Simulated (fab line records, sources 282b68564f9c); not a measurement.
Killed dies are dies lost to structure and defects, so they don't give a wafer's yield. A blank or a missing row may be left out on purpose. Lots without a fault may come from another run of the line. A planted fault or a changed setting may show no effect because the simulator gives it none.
Which tool did it? | flow rit_cmos | 12 lots, 36 wafers sampled, at 2 steps of a route of 202

WHAT THE GAUGES READ, wafer by wafer
The record holds no reading of a measuring or inspecting step that can be judged against a usual standard deviation.

WHICH TOOL RAN EACH LOT (tool, then ch and the chambers of the sampled wafers, then the start)
lot  | RIT_NWELL_IMPLANT_08           | RIT_M1_PROBE_99
L802 | implanter-02 ch 0, day 1 20:34 | -
L803 | implanter-03 ch 0, day 2 01:34 | -
L804 | implanter-04 ch 0, day 2 07:17 | -
L805 | implanter-03 ch 0, day 2 12:22 | -
L806 | implanter-04 ch 0, day 2 16:38 | -
L807 | implanter-03 ch 0, day 2 21:38 | -
L816 | implanter-03 ch 0, day 4 18:47 | -
L817 | implanter-03 ch 0, day 5 01:44 | -
L819 | implanter-04 ch 0, day 5 09:58 | -
L821 | implanter-04 ch 0, day 5 22:07 | prober-01, day 7 13:37
L824 | implanter-02 ch 0, day 6 12:11 | -
L825 | implanter-04 ch 0, day 6 17:56 | -
- RIT_NWELL_IMPLANT_08
- RIT_M1_PROBE_99

WHAT THE TOOLS THEMSELVES READ (means of the sampled wafers that have a number; where no wafer has one, the mark that the record gives instead)
RIT_NWELL_IMPLANT_08.
lot  | tool         | beam_energy_keV | beam_on_s (s) | faraday_current_uA | tilt_deg (degrees)
L802 | implanter-02 | 169.98          | 9.88          | 160                | 6.980
L803 | implanter-03 | 170.04          | 10.04         | 157                | 6.977
L804 | implanter-04 | 169.92          | 9.89          | 160                | 6.994
L805 | implanter-03 | 170.02          | 10.09         | 157                | 6.984
L806 | implanter-04 | 170.02          | 9.78          | 162                | 6.988
L807 | implanter-03 | 170.01          | 10.07         | 158                | 7.051
L816 | implanter-03 | 162.68          | 10.13         | 156                | 7.015
L817 | implanter-03 | 162.72          | 10.11         | 157                | 6.997
L819 | implanter-04 | 169.90          | 9.96          | 160                | 6.988
L821 | implanter-04 | 169.90          | 9.90          | 160                | 7.034
L824 | implanter-02 | 169.92          | 9.97          | 159                | 6.996
L825 | implanter-04 | 170.07          | 9.74          | 163                | 6.991

RIT_M1_PROBE_99.
lot  | tool      | killed_at_M0_to_M3 | killed_at_contacts | killed_at_front_end | killed_dies | killed_open | killed_short
L821 | prober-01 | 0.0                | 0.0                | 6                   | 6           | 4.0         | 2.3

THE ANSWER, worked out from the rows above alone
Rule: what is usual is taken from the lots themselves. Put in order of their means at a reading, lots are off if they are a third of the lots or fewer, leave a main group of 4 or more, and stand apart from it by a gap of 3 or more times the standard deviation of the main group's means; of several such gaps the widest counts. A main group whose means are all the same, to the digits that the tables above print for the reading, isn't used. A lot without any number at a reading at which 4 lots or more have one is off too. The other lots that the step has rows for count as sound. The gauges are gone through in route order, then the tools' own readings, and for those a lot's mean is taken as printed above. The first step at which some lot is off is used, and at that step the reading that is off furthest; a lot without a number counts as furthest.
Off: L816, L817, at RIT_NWELL_IMPLANT_08 (beam_energy_keV). The main group: mean 169.98, standard deviation 0.06.
A tool fits if, at that step or a process step before it, it ran every lot that is off, and no sound lot after the first of them. One fits: implanter-03 at RIT_NWELL_IMPLANT_08. Its last sound lot is L807 (day 2 21:38), its first lot that is off L816 (day 4 18:47): a fault that began between those two fits.
The tool's own readings at RIT_NWELL_IMPLANT_08 bear it out: on the lots that are off they differ by more than 5 times the standard deviation of the sound lots' means. beam_energy_keV reads 162.70 there against 169.98 on the sound lots.

WHAT THE SIMULATOR HAD PUT IN
Process parameter drift: implanter-03, from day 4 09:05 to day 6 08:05, at RIT_NWELL_IMPLANT_08. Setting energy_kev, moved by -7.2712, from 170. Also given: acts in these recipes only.
Lots struck among those shown: L816, L817. The rule above found the same.
